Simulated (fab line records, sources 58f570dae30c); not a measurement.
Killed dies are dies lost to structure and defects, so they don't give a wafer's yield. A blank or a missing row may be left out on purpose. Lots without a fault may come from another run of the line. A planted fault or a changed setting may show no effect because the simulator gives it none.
Problem report in the 8D (eight disciplines) form, filled by code | flow berkeley_cmos170 | the parts of the form that need people (team, actions taken, sign-off) are left out

1. THE PROBLEM
ACTIVE_NITRIDE_THK at UCB170_ACTIVE_THK_MEAS_06 reads a mean of 374.5 nm on 6 wafers of 2 lots; wafers without a fault read 220.4 nm with a standard deviation of 1.8. That is +86 standard deviations from the usual mean.
First seen on wafer L528.1, day 6 10:13, on film_metro-01. The record holds 33 wafers of 11 lots with a number at this step. Rule for "out", or "out of limits": more than 4 standard deviations from the usual mean. The other wafers with a number count as sound.

2. WHAT IT IS AND WHAT IT IS NOT
question                    | is                           | is not
which readings at this step | ACTIVE_NITRIDE_THK           | -
which lots                  | L527, L528                   | L518, L519, L520, L521, L522, L523, L524, L525, L541
which wafers of those lots  | all that have a number       | -
read on which gauges        | film_metro-01, film_metro-04 | film_metro-03
when                        | from day 6 10:13             | up to then (24 sound wafers); but 3 sound wafers of L541 came after

3. SUSPECTS, AND WHAT RULES EACH OUT
Counting: a tool at a process step up to the reading stays a suspect if it ran every lot that is out and no sound lot after the first of them.
- the gauge at UCB170_ACTIVE_THK_MEAS_06: ruled out. The wafers that are out were read on 2 gauges (film_metro-01, film_metro-04).
- lpcvd-02 at UCB170_ACTIVE_CVD_05 (deposits Si3N4 from SiH2Cl2/NH3, target thk 220 nm, time 3300 s): ruled out as a lasting fault. Sound lots L541 ran on it after its first lot that is out, L527 (day 6 08:17).
Left after counting: nothing in the record.

4. THE CAUSE (what the simulator had put in)
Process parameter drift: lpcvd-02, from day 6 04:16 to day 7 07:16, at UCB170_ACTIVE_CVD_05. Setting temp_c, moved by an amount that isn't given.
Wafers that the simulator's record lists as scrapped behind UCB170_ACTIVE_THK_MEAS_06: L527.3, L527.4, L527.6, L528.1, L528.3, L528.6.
Counting ruled it out, wrongly: the rule takes a fault to strike every lot that its tool runs from its start on, and this one did not.

5. THE CHAIN OF EFFECTS, in route order
Each row: a reading whose mean over the struck wafers that have a number lies more than 3 standard deviations from the usual. Only readings for which the record gives a usual standard deviation are gone through. hours: the time from each lot's start at the first step in this table that gives one to its start at this step, as a median over the lots. sigmas: the change in usual standard deviations.
hours | step                      | reading               | usual    | on struck wafers | change | sigmas
0     | UCB170_ACTIVE_CVD_05      | spike_tc_centre_C     | 801.1 C  | 903.9            | +102.8 | +54
0     | UCB170_ACTIVE_CVD_05      | spike_tc_load_C       | 825.6 C  | 931.8            | +106.2 | +39
0     | UCB170_ACTIVE_CVD_05      | spike_tc_source_C     | 820 C    | 926              | +106   | +22
0     | UCB170_ACTIVE_CVD_05      | susceptor_temp_C      | 800.0 C  | 903.2            | +103.2 | +99 or more
0     | UCB170_ACTIVE_CVD_05      | zone_power_load_pct   | 22.1 %   | 28.2             | +6.1   | +3.8
0     | UCB170_ACTIVE_CVD_05      | zone_power_source_pct | 21.1 %   | 28.1             | +7.0   | +7.0
2     | UCB170_ACTIVE_THK_MEAS_06 | ACTIVE_NITRIDE_THK    | 220.4 nm | 374.5            | +154.1 | +86
The process steps in it:
- UCB170_ACTIVE_CVD_05: deposits Si3N4 from SiH2Cl2/NH3, target thk 220 nm, time 3300 s.

6. WHAT WOULD HAVE CAUGHT IT SOONER
In this record the first reading out of limits at a measuring or inspecting step was taken at day 6 10:13, 6 hours after the fault began at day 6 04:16.
The tool's own readings at UCB170_ACTIVE_CVD_05 were out on every struck wafer that the step has a row for (spike_tc_centre_C, spike_tc_load_C, spike_tc_source_C, susceptor_temp_C, zone_power_source_pct): an alarm limit on them would have fired on the first of those.
